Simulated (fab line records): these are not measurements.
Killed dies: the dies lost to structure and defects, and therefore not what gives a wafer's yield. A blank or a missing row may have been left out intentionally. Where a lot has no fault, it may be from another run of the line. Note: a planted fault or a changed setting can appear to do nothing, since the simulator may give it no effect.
fab line records ; flow berkeley-cmos170 ; part 1 of 2: steps 1 to 32 of 46
[record] lots = 5; wafers = 15; last-day = 13
route steps=331 shown PWELL@47 WELLDRIVE@55 ACTIVE@60 PFIELD@79 FIELD@89
lots that met no fault: taken from a fault-free run of the same line
start-h: hours from the record's opening day to when the first of the lot's shown wafers began ; wait-h: time in hours since the lot's previous step ; " the same as in the row above ; L1.1+2: several wafers, shown together as one row ; - value missing, or start not given ; * or withheld: withheld ; < > ~ a bound
route shown NAME@n: NAME is a module with steps in the file, n the number in the route of the first one ; usual: mean/standard deviation taken from wafers without a fault ; same: alike in all rows ; chamber/n: place in a boat ; sites: readings site by site ; _std_site: standard deviation across them ; _edge_site: the outer-site mean with the inner-site mean subtracted ; radius-mm: for every site, how far away it sits from the centre of the wafer ; mask NAME#n: copy n ; behind: tool/chamber where the wafer was last shaped ; hold: why the lot was held/for how many hours/how that ended ; device: transistor that didn't switch, given as n, p or np ; end of line: the same wafers' tests at the end of the route ; a step with no rows: only its recipe ; killed: at the first sort, the dies lost to defects and structure; wafer yield is something else ; map: per-die view of a wafer (x killed, . not killed, _ where there is no die)
set.NAME: the setting that was run; set.NAME@STEP: the one run at that earlier step ; model.NAME: the simulator's own value behind a step, which no gauge read
lots at selected steps of the route; one table per step, one row per wafer
services: when a tool's chamber went out of use (start-h, in hours from the record's first day, below 0 if earlier), for how many hours, and the reason
[[steps]]
[step UCB170_PWELL_OVL_MEAS_13]
[usual] PWELL_OVL = -4/5.7
lot.wafer;tool;chamber;start-h;wait-h;PWELL_OVL[nm]
L076.4;overlay-01;-;63.49;-;2
L076.5;overlay-01;-;63.49;-;4
L076.6;overlay-01;-;63.49;-;-1
L090.1;overlay-02;-;138.74;-;-3
L090.5;overlay-02;-;138.74;-;-6
L090.6;overlay-02;-;138.74;-;1
L096.2;overlay-01;-;166.75;-;-9
L096.4;overlay-01;-;166.75;-;-6
L096.6;overlay-01;-;166.75;-;-8
L095.4;overlay-02;-;166.88;-;6
L095.5;overlay-02;-;166.88;-;-5
L095.6;overlay-02;-;166.88;-;-1
L097.2;overlay-02;-;188.42;-;-18
L097.3;overlay-02;-;188.42;-;-12
L097.6;overlay-02;-;188.42;-;-17
[step UCB170_PWELL_ETCH_14]
[recipe] chemistry = CH3F/Ar/O2; target = Si3N4; stop-on = SiO2; CH3F_flow_sccm = 20; Ar_flow_sccm = 50; O2_flow_sccm = 7; pressure-mtorr = 50; rf-w = 450; target-depth-a = 2420; over-etch-frac = 0.1; time-s = 151
[usual] drypump-motor-current-A = 5.6/0.45; oes-product-au = 0.940/0.016; throttle-valve-pct = 8.03/0.11
lot.wafer;tool;chamber;start-h;wait-h;drypump-motor-current-A;oes-product-au;rf-hours-counter-h;throttle-valve-pct
L076.4;rie-diel-03;0;63.51;0.0;5.7;0.955;113;8.20
L076.5;rie-diel-03;3;63.51;0.0;6.2;0.932;-;7.82
L076.6;rie-diel-03;2;63.51;0.0;4.9;0.955;-;8.06
L090.1;rie-diel-01;2;138.77;0.0;5.5;0.914;64;8.14
L090.5;rie-diel-01;3;138.77;0.0;5.1;0.938;-;7.97
L090.6;rie-diel-01;2;138.77;0.0;5.5;0.922;-;8.15
L096.2;rie-diel-01;2;166.78;0.0;5.5;0.921;65;8.15
L096.4;rie-diel-01;0;166.78;0.0;5.2;0.932;124;7.83
L096.6;rie-diel-01;3;166.78;0.0;5.1;0.925;-;7.98
L095.4;rie-diel-02;1;166.90;0.0;6.1;0.962;137;8.07
L095.5;rie-diel-02;1;166.90;0.0;6.1;0.956;-;8.08
L095.6;rie-diel-02;2;166.90;0.0;5.9;0.939;-;8.09
L097.2;rie-diel-01;3;188.45;0.0;5.2;0.929;3;8.00
L097.3;rie-diel-01;1;188.45;0.0;5.2;0.951;37;7.91
L097.6;rie-diel-01;1;188.45;0.0;5.2;0.951;-;7.92
[step UCB170_PWELL_IMPLANT_15]
[recipe] species = B; dose-cm2 = 5e+12; energy-kev = 60; tilt-deg = 7
[usual] dose-ions-cm2 = 4.999e+12/5.6e+09
lot.wafer;tool;chamber;start-h;wait-h;dose-ions-cm2
L076.4;implanter-01;0;63.68;0.1;5.01e+12
L076.5;implanter-01;0;63.68;0.1;4.999e+12
L076.6;implanter-01;0;63.68;0.1;5.001e+12
L090.1;implanter-02;0;138.87;0.1;5.004e+12
L090.5;implanter-02;0;138.87;0.1;5.007e+12
L090.6;implanter-02;0;138.87;0.1;4.995e+12
L096.2;implanter-04;0;166.91;0.1;5.009e+12
L096.4;implanter-04;0;166.91;0.1;5.004e+12
L096.6;implanter-04;0;166.91;0.1;5.001e+12
L095.4;implanter-01;0;167.08;0.1;5.004e+12
L095.5;implanter-01;0;167.08;0.1;4.992e+12
L095.6;implanter-01;0;167.08;0.1;5.002e+12
L097.2;implanter-01;0;188.57;0.1;5.001e+12
L097.3;implanter-01;0;188.57;0.1;4.995e+12
L097.6;implanter-01;0;188.57;0.1;5.007e+12
[step UCB170_PWELL_STRIP_16]
[recipe] chemistry = O2; power-w = 400; pressure-mtorr = 3500; platen-temp-c = withheld; o2-flow-sccm = 400; overash-fraction = 0.5
[usual] drypump-motor-current-A = 5.6/0.55; oes-product-au = 0.721/0.0045; strip-time-to-endpoint-s = 18.16/0.08
lot.wafer;tool;chamber;start-h;wait-h;drypump-motor-current-A;oes-product-au;rf-hours-counter-h;strip-time-to-endpoint-s
L076.4;plasma-asher-03;1;63.79;0.1;4.9;0.714;-;18.06
L076.5;plasma-asher-03;1;63.79;0.1;4.9;0.727;-;17.99
L076.6;plasma-asher-03;0;63.79;0.1;6.0;0.718;-;18.07
L090.1;plasma-asher-04;0;139.02;0.1;6.0;0.723;3;18.25
L090.5;plasma-asher-04;1;139.02;0.1;5.3;0.718;-;18.30
L090.6;plasma-asher-04;0;139.02;0.1;6.0;0.722;-;18.19
L096.2;plasma-asher-04;0;167.03;0.1;6.0;0.718;6;18.18
L096.4;plasma-asher-04;1;167.03;0.1;5.3;0.724;-;18.17
L096.6;plasma-asher-04;1;167.03;0.1;5.3;0.717;-;18.24
L095.4;plasma-asher-02;0;167.19;0.1;6.3;0.717;-;18.12
L095.5;plasma-asher-02;0;167.19;0.1;6.3;0.724;-;18.16
L095.6;plasma-asher-02;1;167.19;0.1;5.3;0.716;-;18.11
L097.2;plasma-asher-03;0;188.70;0.1;6.0;0.717;45;18.28
L097.3;plasma-asher-03;0;188.70;0.1;6.1;0.724;-;18.25
L097.6;plasma-asher-03;0;188.70;0.1;6.0;0.729;-;18.37
[step UCB170_PWELL_TW_MEAS_17]
[usual] PWELL_TW = 376.0/1.7
lot.wafer;tool;chamber;start-h;wait-h;PWELL_TW
L076.4;film-metro-03;-;63.89;0.1;375.6
L076.5;film-metro-03;-;63.89;0.1;377.7
L076.6;film-metro-03;-;63.89;0.1;374.9
L090.1;film-metro-03;-;139.12;0.1;374.9
L090.5;film-metro-03;-;139.12;0.1;374.3
L090.6;film-metro-03;-;139.12;0.1;374.7
L096.2;film-metro-01;-;167.14;0.1;377.6
L096.4;film-metro-01;-;167.14;0.1;376.7
L096.6;film-metro-01;-;167.14;0.1;377.1
L095.4;film-metro-01;-;167.28;0.1;377.0
L095.5;film-metro-01;-;167.28;0.1;375.7
L095.6;film-metro-01;-;167.28;0.1;377.1
L097.2;film-metro-01;-;188.81;0.1;376.2
L097.3;film-metro-01;-;188.81;0.1;378.1
L097.6;film-metro-01;-;188.81;0.1;376.1
[step UCB170_PWELL_CLEAN_18]
[recipe] chemistry = SPM; temp-c = 120; time-s = 600
lot.wafer;tool;chamber;start-h;wait-h
L076.4+5+6;wet-bench-03;1;65.64;1.7
L090.1+5+6;wet-bench-03;2;139.18;0.1
L096.2+4+6;wet-bench-02;1;167.19;0.0
L095.4+5+6;wet-bench-02;0;167.38;0.1
L097.2+3+6;wet-bench-04;2;188.86;0.0
[step UCB170_PWELL_WET_ETCH_19]
[recipe] chemistry = H3PO4; target = Si3N4; temp-c = 160; time-s = 14400
lot.wafer;tool;chamber;start-h;wait-h
L076.4+5+6;wet-bench-03;1;66.23;0.4
L090.1+5+6;wet-bench-02;1;139.37;0.0
L096.2+4+6;wet-bench-02;3;167.58;0.2
L095.4+5+6;wet-bench-03;0;169.76;2.2
L097.2+3+6;wet-bench-02;3;189.03;0.0
[step UCB170_PWELL_WET_ETCH_20]
[recipe] chemistry = BOE; dilution = 5:1; target = SiO2; temp-c = 25; time-s = 22
lot.wafer;tool;chamber;start-h;wait-h
L076.4+5+6;wet-bench-03;0;71.24;0.6
L090.1+5+6;wet-bench-02;1;143.38;0.0
L096.2+4+6;wet-bench-02;0;171.95;0.0
L095.4+5+6;wet-bench-04;0;173.77;0.0
L097.2+3+6;wet-bench-03;0;193.52;0.1
[step UCB170_WELLDRIVE_CLEAN_00]
[recipe] chemistry = SPM; temp-c = 120; time-s = 600
lot.wafer;tool;chamber;start-h;wait-h
L076.4+5+6;wet-bench-03;3;71.29;0.0
L090.1+5+6;wet-bench-02;3;143.40;0.0
L096.2+4+6;wet-bench-02;2;171.96;0.0
L095.4+5+6;wet-bench-04;0;173.78;0.0
L097.2+3+6;wet-bench-02;2;193.61;0.1
[step UCB170_WELLDRIVE_OXIDATION_01]
[recipe] temp-c = 1100; ambient = O2; target-thk-a = 1990; ox-time-s = 9000
lot.wafer;tool;chamber;start-h;wait-h
L076.4+5+6;furnace-01;0;71.56;0.1
L090.1+5+6;furnace-01;0;147.92;4.4
L095.4+5+6;furnace-01;0;181.83;7.9
L096.2+4+6;furnace-01;0;181.83;9.7
L097.2+3+6;furnace-02;0;196.90;3.1
[step UCB170_WELLDRIVE_THK_MEAS_02]
[recipe] reads = SiO2_of_WELLDRIVE_OXIDATION_01
[usual] WELLDRIVE_OXIDE_THK = 199/3.3
lot.wafer;tool;chamber;start-h;wait-h;WELLDRIVE_OXIDE_THK[nm]
L076.4;film-metro-03;-;75.09;0.0;203
L076.5;film-metro-03;-;75.09;0.0;202
L076.6;film-metro-03;-;75.09;0.0;202
L090.1;film-metro-04;-;151.42;0.0;196
L090.5;film-metro-04;-;151.42;0.0;193
L090.6;film-metro-04;-;151.42;0.0;194
L096.2;film-metro-02;-;185.34;0.0;195
L096.4;film-metro-02;-;185.34;0.0;190
L096.6;film-metro-02;-;185.34;0.0;194
L095.4;film-metro-04;-;185.37;0.0;194
L095.5;film-metro-04;-;185.37;0.0;194
L095.6;film-metro-04;-;185.37;0.0;196
L097.2;film-metro-04;-;200.41;0.0;198
L097.3;film-metro-04;-;200.41;0.0;194
L097.6;film-metro-04;-;200.41;0.0;196
[step UCB170_WELLDRIVE_ANNEAL_03]
[recipe] temp-c = 1100; time-s = 900; ambient = N2
lot.wafer;tool;chamber;start-h;wait-h
L076.4+5+6;furnace-04;0;78.35;3.2
L090.1+5+6;furnace-02;0;157.01;5.6
L095.4+5+6;furnace-02;0;192.63;7.2
L096.2+4+6;furnace-02;0;192.63;7.3
L097.2+3+6;furnace-02;0;204.65;4.2
[step UCB170_WELLDRIVE_WET_ETCH_04]
[recipe] chemistry = BOE; dilution = 5:1; target = SiO2; temp-c = 25; time-s = 120
lot.wafer;tool;chamber;start-h;wait-h
L076.4+5+6;wet-bench-04;3;79.89;0.3
L090.1+5+6;wet-bench-02;2;158.26;0.0
L095.4+5+6;wet-bench-04;3;193.88;0.0
L096.2+4+6;wet-bench-04;2;193.88;0.0
L097.2+3+6;wet-bench-03;0;207.05;1.1
[step UCB170_ACTIVE_CLEAN_00]
[recipe] chemistry = SPM; temp-c = 120; time-s = 600
lot.wafer;tool;chamber;start-h;wait-h
L076.4+5+6;wet-bench-04;3;80.28;0.3
L090.1+5+6;wet-bench-03;3;158.30;0.0
L095.4+5+6;wet-bench-04;0;193.92;0.0
L096.2+4+6;wet-bench-04;0;193.92;0.0
L097.2+3+6;wet-bench-03;1;207.10;0.0
[step UCB170_ACTIVE_CLEAN_01]
[recipe] chemistry = dHF; dilution = 25:1; time-s = 60
lot.wafer;tool;chamber;start-h;wait-h
L076.4+5+6;wet-bench-04;1;80.45;0.0
L090.1+5+6;wet-bench-02;0;158.48;0.0
L095.4+5+6;wet-bench-02;3;194.10;0.0
L096.2+4+6;wet-bench-02;0;194.10;0.0
L097.2+3+6;wet-bench-03;0;207.63;0.3
[step UCB170_ACTIVE_OXIDATION_02]
[recipe] temp-c = 1000; ambient = O2; target-thk-a = 264; ox-time-s = 1260
lot.wafer;tool;chamber;start-h;wait-h
L076.4+5+6;furnace-04;0;83.70;3.2
L090.1+5+6;furnace-04;0;168.80;10.3
L095.4+5+6;furnace-04;0;197.19;3.1
L096.2+4+6;furnace-04;0;197.19;3.1
L097.2+3+6;furnace-01;0;212.20;4.5
[step UCB170_ACTIVE_THK_MEAS_03]
[recipe] reads = SiO2_of_ACTIVE_OXIDATION_02
[usual] ACTIVE_OXIDE_THK = 26.4/0.55
lot.wafer;tool;chamber;start-h;wait-h;ACTIVE_OXIDE_THK[nm]
L076.4;film-metro-03;-;85.10;0.1;25.9
L076.5;film-metro-03;-;85.10;0.1;25.6
L076.6;film-metro-03;-;85.10;0.1;25.9
L090.1;film-metro-02;-;170.15;0.0;26.4
L090.5;film-metro-02;-;170.15;0.0;25.9
L090.6;film-metro-02;-;170.15;0.0;26.1
L096.2;film-metro-03;-;198.55;0.0;27.1
L096.4;film-metro-03;-;198.55;0.0;26.9
L096.6;film-metro-03;-;198.55;0.0;26.8
L095.4;film-metro-02;-;198.57;0.0;26.0
L095.5;film-metro-02;-;198.57;0.0;25.9
L095.6;film-metro-02;-;198.57;0.0;26.4
L097.2;film-metro-02;-;213.63;0.1;26.1
L097.3;film-metro-02;-;213.63;0.1;26.2
L097.6;film-metro-02;-;213.63;0.1;26.1
[step UCB170_ACTIVE_ANNEAL_04]
[recipe] temp-c = 1000; time-s = 900; ambient = N2
lot.wafer;tool;chamber;start-h;wait-h
L076.4+5+6;furnace-02;0;89.91;4.8
L090.1+5+6;furnace-01;0;179.23;9.1
L095.4+5+6;furnace-04;0;202.48;3.9
L096.2+4+6;furnace-04;0;202.48;3.9
L097.2+3+6;furnace-01;0;218.06;4.4
[step UCB170_ACTIVE_CVD_05]
[recipe] material = Si3N4; target-thk-nm = 220; temp-c = 800; precursor = SiH2Cl2/NH3; time-s = 3300; pressure-mtorr = 200; sih2cl2-flow-sccm = 25; nh3-flow-sccm = 75
lot.wafer;tool;chamber;start-h;wait-h
L076.4+5+6;lpcvd-01;0;91.16;0.0
L090.1+5+6;lpcvd-01;0;180.48;0.0
L095.4+5+6;lpcvd-01;0;203.73;0.0
L096.2+4+6;lpcvd-01;0;203.73;0.0
L097.2+3+6;lpcvd-02;1;219.31;0.0
[step UCB170_ACTIVE_THK_MEAS_06]
[recipe] reads = Si3N4_of_ACTIVE_CVD_05
[usual] ACTIVE_NITRIDE_THK = 220.1/2.3
lot.wafer;tool;chamber;start-h;wait-h;ACTIVE_NITRIDE_THK[nm]
L076.4;film-metro-03;-;93.11;0.0;215.3
L076.5;film-metro-03;-;93.11;0.0;215.9
L076.6;film-metro-03;-;93.11;0.0;214.7
L090.1;film-metro-02;-;182.40;0.0;222.3
L090.5;film-metro-02;-;182.40;0.0;221.0
L090.6;film-metro-02;-;182.40;0.0;222.3
L096.2;film-metro-02;-;205.65;0.0;221.3
L096.4;film-metro-02;-;205.65;0.0;220.4
L096.6;film-metro-02;-;205.65;0.0;218.9
L095.4;film-metro-01;-;205.67;0.0;224.4
L095.5;film-metro-01;-;205.67;0.0;223.2
L095.6;film-metro-01;-;205.67;0.0;221.7
L097.2;film-metro-02;-;221.30;0.1;217.0
L097.3;film-metro-02;-;221.30;0.1;218.9
L097.6;film-metro-02;-;221.30;0.1;217.7
[step UCB170_ACTIVE_HMDS_07]
[recipe] prime-time-s = 60; prime-temp-c = 100
[usual] prime-temp-c = 100.02/0.12
lot.wafer;tool;chamber;start-h;wait-h;prime-temp-c
L076.4;litho-track-04;0;93.51;0.4;100.23
L076.5;litho-track-04;0;93.51;0.4;100.20
L076.6;litho-track-04;0;93.51;0.4;100.00
L090.1;litho-track-01;0;182.46;0.1;100.00
L090.5;litho-track-01;0;182.46;0.1;99.98
L090.6;litho-track-01;0;182.46;0.1;99.96
L096.2;litho-track-04;0;205.73;0.1;99.88
L096.4;litho-track-04;0;205.73;0.1;99.89
L096.6;litho-track-04;0;205.73;0.1;100.01
L095.4;litho-track-02;0;205.78;0.1;100.02
L095.5;litho-track-02;0;205.78;0.1;100.28
L095.6;litho-track-02;0;205.78;0.1;100.33
L097.2;litho-track-02;0;221.40;0.1;100.00
L097.3;litho-track-02;0;221.40;0.1;100.19
L097.6;litho-track-02;0;221.40;0.1;100.13
[step UCB170_ACTIVE_COAT_08]
[recipe] resist = KrF; spin-rpm = 1500; resist-thk-nm = 900
lot.wafer;tool;chamber;start-h;wait-h
L076.4+5+6;litho-track-04;0;93.66;0.1
L090.1+5+6;litho-track-01;0;182.61;0.1
L096.2+4+6;litho-track-04;0;205.88;0.1
L095.4+5+6;litho-track-02;0;205.93;0.1
L097.2+3+6;litho-track-02;0;221.55;0.1
[step UCB170_ACTIVE_SOFTBAKE_09]
[recipe] resist = KrF; temp-c = 130; time-s = 60
lot.wafer;tool;chamber;start-h;wait-h
L076.4+5+6;litho-track-04;0;93.81;0.1
L090.1+5+6;litho-track-01;0;182.76;0.1
L096.2+4+6;litho-track-04;0;206.03;0.1
L095.4+5+6;litho-track-02;0;206.08;0.1
L097.2+3+6;litho-track-02;0;221.70;0.1
[step UCB170_ACTIVE_EXPOSE_10]
[recipe] mask-id = ACTIVE; target-cd-nm = 1200; na = 0.5; sigma-outer = 0.6; source-shape = conventional; dose-mj = 20
lot.wafer;tool;chamber;start-h;wait-h;mask
L076.4+5+6;krf-scanner-02;0;94.10;0.3;ACTIVE#0
L090.1+5+6;krf-scanner-02;0;182.91;0.1;ACTIVE#0
L096.2+4+6;krf-scanner-01;0;206.30;0.2;ACTIVE#0
L095.4+5+6;krf-scanner-02;0;206.58;0.5;ACTIVE#0
L097.2+3+6;krf-scanner-02;0;222.24;0.5;ACTIVE#0
[step UCB170_ACTIVE_PEB_11]
[recipe] peb-temp-c = 130; peb-time-s = withheld; resist = KrF
lot.wafer;tool;chamber;start-h;wait-h
L076.4+5+6;litho-track-04;0;94.41;0.3
L090.1+5+6;litho-track-01;0;183.02;0.1
L096.2+4+6;litho-track-01;0;206.42;0.1
L095.4+5+6;litho-track-04;0;206.71;0.1
L097.2+3+6;litho-track-02;0;222.58;0.3
[step UCB170_ACTIVE_DEVELOP_12]
[recipe] developer = TMAH; develop-time-s = 45; resist = KrF; dev-temp-c = 21
lot.wafer;tool;chamber;start-h;wait-h
L076.4+5+6;litho-track-04;0;-;-
L090.1+5+6;litho-track-01;0;-;-
L096.2+4+6;litho-track-01;0;-;-
L095.4+5+6;litho-track-04;0;-;-
L097.2+3+6;litho-track-02;0;-;-
[step UCB170_ACTIVE_CD_MEAS_13]
[recipe] target-cd-nm = 1200
[usual] cd-nm = 1200.2/1.4
lot.wafer;tool;chamber;start-h;wait-h;cd-nm
L076.4;cd-sem-01;-;94.67;-;1200.6
L076.5;cd-sem-01;-;94.67;-;1200.4
L076.6;cd-sem-01;-;94.67;-;1200.8
L090.1;cd-sem-02;-;183.30;-;1201.3
L090.5;cd-sem-02;-;183.30;-;1201.9
L090.6;cd-sem-02;-;183.30;-;1201.5
L096.2;cd-sem-02;-;206.69;-;1200.7
L096.4;cd-sem-02;-;206.69;-;1202.1
L096.6;cd-sem-02;-;206.69;-;1201.6
L095.4;cd-sem-01;-;206.97;-;1198.2
L095.5;cd-sem-01;-;206.97;-;1200.5
L095.6;cd-sem-01;-;206.97;-;1198.7
L097.2;cd-sem-02;-;222.88;-;1201.7
L097.3;cd-sem-02;-;222.88;-;1201.0
L097.6;cd-sem-02;-;222.88;-;1202.4
[step UCB170_ACTIVE_OVL_MEAS_14]
[usual] ACTIVE_OVL = 0/6.4
lot.wafer;tool;chamber;start-h;wait-h;ACTIVE_OVL[nm]
L076.4;overlay-02;-;94.74;0.1;-3
L076.5;overlay-02;-;94.74;0.1;-12
L076.6;overlay-02;-;94.74;0.1;-7
L090.1;overlay-01;-;183.42;0.1;4
L090.5;overlay-01;-;183.42;0.1;-1
L090.6;overlay-01;-;183.42;0.1;-5
L096.2;overlay-01;-;206.80;0.1;-4
L096.4;overlay-01;-;206.80;0.1;-8
L096.6;overlay-01;-;206.80;0.1;-2
L095.4;overlay-02;-;207.05;0.1;5
L095.5;overlay-02;-;207.05;0.1;3
L095.6;overlay-02;-;207.05;0.1;1
L097.2;overlay-02;-;222.98;0.1;-4
L097.3;overlay-02;-;222.98;0.1;3
L097.6;overlay-02;-;222.98;0.1;-8
[step UCB170_ACTIVE_ETCH_15]
[recipe] chemistry = CH3F/Ar/O2; target = Si3N4; stop-on = SiO2; CH3F_flow_sccm = 20; Ar_flow_sccm = 50; O2_flow_sccm = 7; pressure-mtorr = 50; rf-w = 450; target-depth-a = 2420; over-etch-frac = 0.1; time-s = 151
[usual] drypump-motor-current-A = 5.7/0.46; oes-product-au = 0.939/0.013; throttle-valve-pct = 8.01/0.12
lot.wafer;tool;chamber;start-h;wait-h;drypump-motor-current-A;oes-product-au;rf-hours-counter-h;throttle-valve-pct
L076.4;rie-diel-01;0;94.76;0.0;5.2;0.922;120;7.84
L076.5;rie-diel-01;0;94.76;0.0;5.2;0.928;-;7.84
L076.6;rie-diel-01;1;94.76;0.0;5.3;0.938;-;7.92
L090.1;rie-diel-04;2;183.45;0.0;5.8;0.944;94;8.07
L090.5;rie-diel-04;3;183.45;0.0;4.9;0.931;-;8.29
L090.6;rie-diel-04;2;183.45;0.0;5.7;0.946;-;8.07
L096.2;rie-diel-02;0;206.83;0.0;5.5;0.928;18;8.03
L096.4;rie-diel-02;2;206.83;0.0;5.9;0.944;101;8.11
L096.6;rie-diel-02;3;206.83;0.0;5.5;0.928;-;8.07
L095.4;rie-diel-01;3;207.07;0.0;5.1;0.945;4;7.97
L095.5;rie-diel-01;2;207.07;0.0;5.5;0.929;-;8.14
L095.6;rie-diel-01;1;207.07;0.0;5.2;0.965;-;7.91
L097.2;rie-diel-04;0;223.01;0.0;5.9;0.938;17;7.88
L097.3;rie-diel-04;1;223.01;0.0;6.6;0.946;27;7.85
L097.6;rie-diel-04;1;223.01;0.0;6.7;0.931;-;7.85
[step UCB170_ACTIVE_STRIP_16]
[recipe] chemistry = O2; power-w = 391.1; pressure-mtorr = 3500; platen-temp-c = withheld; o2-flow-sccm = 400; overash-fraction = 0.5
[usual] drypump-motor-current-A = 5.6/0.59; oes-product-au = 0.712/0.0042; strip-time-to-endpoint-s = 18.44/0.077
lot.wafer;tool;chamber;start-h;wait-h;drypump-motor-current-A;oes-product-au;rf-hours-counter-h;strip-time-to-endpoint-s
L076.4;plasma-asher-03;0;94.90;0.1;6.0;0.714;-;18.39
L076.5;plasma-asher-03;1;94.90;0.1;4.8;0.715;-;18.40
L076.6;plasma-asher-03;0;94.90;0.1;6.0;0.713;-;18.43
L090.1;plasma-asher-02;0;183.55;0.1;6.3;0.702;48;18.43
L090.5;plasma-asher-02;1;183.55;0.1;5.2;0.711;-;18.35
L090.6;plasma-asher-02;0;183.55;0.1;6.3;0.709;-;18.38
L096.2;plasma-asher-01;0;206.93;0.1;5.1;0.719;40;18.53
L096.4;plasma-asher-01;0;206.93;0.1;5.1;0.714;-;18.46
L096.6;plasma-asher-01;0;206.93;0.1;5.1;0.709;-;18.51
L095.4;plasma-asher-03;1;207.20;0.1;4.9;0.708;-;18.41
L095.5;plasma-asher-03;1;207.20;0.1;4.9;0.703;-;18.43
L095.6;plasma-asher-03;0;207.20;0.1;6.0;0.714;-;18.45
L097.2;plasma-asher-01;0;223.12;0.1;5.1;0.715;42;18.57
L097.3;plasma-asher-01;0;223.12;0.1;5.1;0.713;-;18.54
L097.6;plasma-asher-01;1;223.12;0.1;6.2;0.714;-;18.46
[step UCB170_ACTIVE_CD_MEAS_90]
[recipe] target-cd-nm = 1200
[usual] cd-nm = 1200.2/1.4
lot.wafer;tool;chamber;start-h;wait-h;cd-nm
L076.4;cd-sem-01;-;95.02;0.1;1200.4
L076.5;cd-sem-01;-;95.02;0.1;1200.6
L076.6;cd-sem-01;-;95.02;0.1;1201.1
L090.1;cd-sem-01;-;183.74;0.2;1201.4
L090.5;cd-sem-01;-;183.74;0.2;1201.7
L090.6;cd-sem-01;-;183.74;0.2;1201.4
L096.2;cd-sem-02;-;207.05;0.1;1200.7
L096.4;cd-sem-02;-;207.05;0.1;1202.4
L096.6;cd-sem-02;-;207.05;0.1;1201.5
L095.4;cd-sem-01;-;207.33;0.1;1198.5
L095.5;cd-sem-01;-;207.33;0.1;1199.9
L095.6;cd-sem-01;-;207.33;0.1;1198.7
L097.2;cd-sem-01;-;223.24;0.1;1201.4
L097.3;cd-sem-01;-;223.24;0.1;1201.6
L097.6;cd-sem-01;-;223.24;0.1;1202.2
[step UCB170_ACTIVE_CLEAN_17]
[recipe] chemistry = SPM; temp-c = 120; time-s = 600
lot.wafer;tool;chamber;start-h;wait-h
L076.4+5+6;wet-bench-04;1;98.06;3.0
L090.1+5+6;wet-bench-03;1;183.86;0.1
L095.4+5+6;wet-bench-03;2;207.45;0.1
L096.2+4+6;wet-bench-03;0;207.45;0.4
L097.2+3+6;wet-bench-04;2;223.47;0.2
